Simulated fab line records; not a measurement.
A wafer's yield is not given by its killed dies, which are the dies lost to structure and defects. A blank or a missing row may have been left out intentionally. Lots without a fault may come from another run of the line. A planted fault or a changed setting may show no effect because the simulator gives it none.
Lot-split experiment    flow berkeley cmos170    23 wafers read from 5 lots, route of 331 steps

== THE SPLIT ITSELF ==
At UCB170_NSD_PEB_04, the setting peb temp c was moved away from the recipe's 130 C on 8 of the 23 wafers read, by +0.9% to +2.5%. This setting was run at the recipe's value on the other wafers.

== FROM THE SPLIT ON TO THE READING: in between, the file shows 1 step ==
- UCB170_NSD_DEVELOP_05: develop time 45 s

== THE READING ==
At UCB170_NSD_CD_MEAS_06: cd nm in nanometres, against a target cd of 1200 nm. A value of 1199.8 nm with a standard deviation of 1.5 nm is what fault-free wafers of this fab line usually give.

wafer   tool, chamber at the split  peb temp c as run, C  against the recipe  cd nm, nm  against lot-mates on the recipe
L076.1  litho track-01, 0           130                   recipe              1202.6     -
L076.5  litho track-01, 0           130                   recipe              1201.7     -
L076.6  litho track-01, 0           130                   recipe              1201.7     -
L080.1  litho track-01, 0           130                   recipe              1199.5     -
L080.2  litho track-01, 0           130                   recipe              1200.9     -
L080.3  litho track-01, 0           130                   recipe              1200.2     -
L080.4  litho track-01, 0           130                   recipe              1201.8     -
L080.5  litho track-01, 0           130                   recipe              1201.1     -
L081.2  litho track-03, 0           131.2                 +0.9%               1205.5     +8.6
L081.3  litho track-03, 0           131.2                 +0.9%               1203.7     +6.8
L081.4  litho track-03, 0           131.2                 +0.9%               1204.1     +7.2
L081.5  litho track-03, 0           130                   recipe              1197.3     -
L081.6  litho track-03, 0           130                   recipe              1196.5     -
L082.1  litho track-01, 0           130                   recipe              1198.7     -
L082.2  litho track-01, 0           130                   recipe              1197.8     -
L082.4  litho track-01, 0           133.2                 +2.5%               1217.5     +19.6
L082.5  litho track-01, 0           130                   recipe              1197.1     -
L082.6  litho track-01, 0           133.2                 +2.5%               1218.1     +20.2
L085.1  litho track-03, 0           130                   recipe              1199.2     -
L085.2  litho track-03, 0           130                   recipe              1200.4     -
L085.4  litho track-03, 0           132.9                 +2.2%               1216.9     +17.1
L085.5  litho track-03, 0           132.9                 +2.2%               1217.2     +17.4
L085.6  litho track-03, 0           132.9                 +2.2%               1217.5     +17.7

FIT RESULTS
A straight line over all 23 wafers: cd nm changes by +7.49 nm for each +1% of peb temp c; r = +0.97; the points scatter about the line by 1.8 nm.
The same after taking each lot's own level away (the mean of its wafers on the recipe; 23 wafers): +7.95 nm for each +1%; r = +1.00; scatter 0.65 nm.
That fit puts the effect of the largest move of peb temp c on the reading at 20 nm.
The span of the lots' own levels, 1196.90 to 1202.00 nm, comes to 3.4 times the standard deviation stated above.
The two slopes agree, so the slope changes little with the lot-to-lot level.
Check: +19.6 nm against its lot-mates is what the line predicts for one of the wafers moved furthest among these (+2.5%) when that wafer is left out of the fit. It came out at +19.6 nm against them.

== THE FILE'S OWN FIT ==
cd nm changes by +7.97 nm for each +1% of peb temp c, r = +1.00.
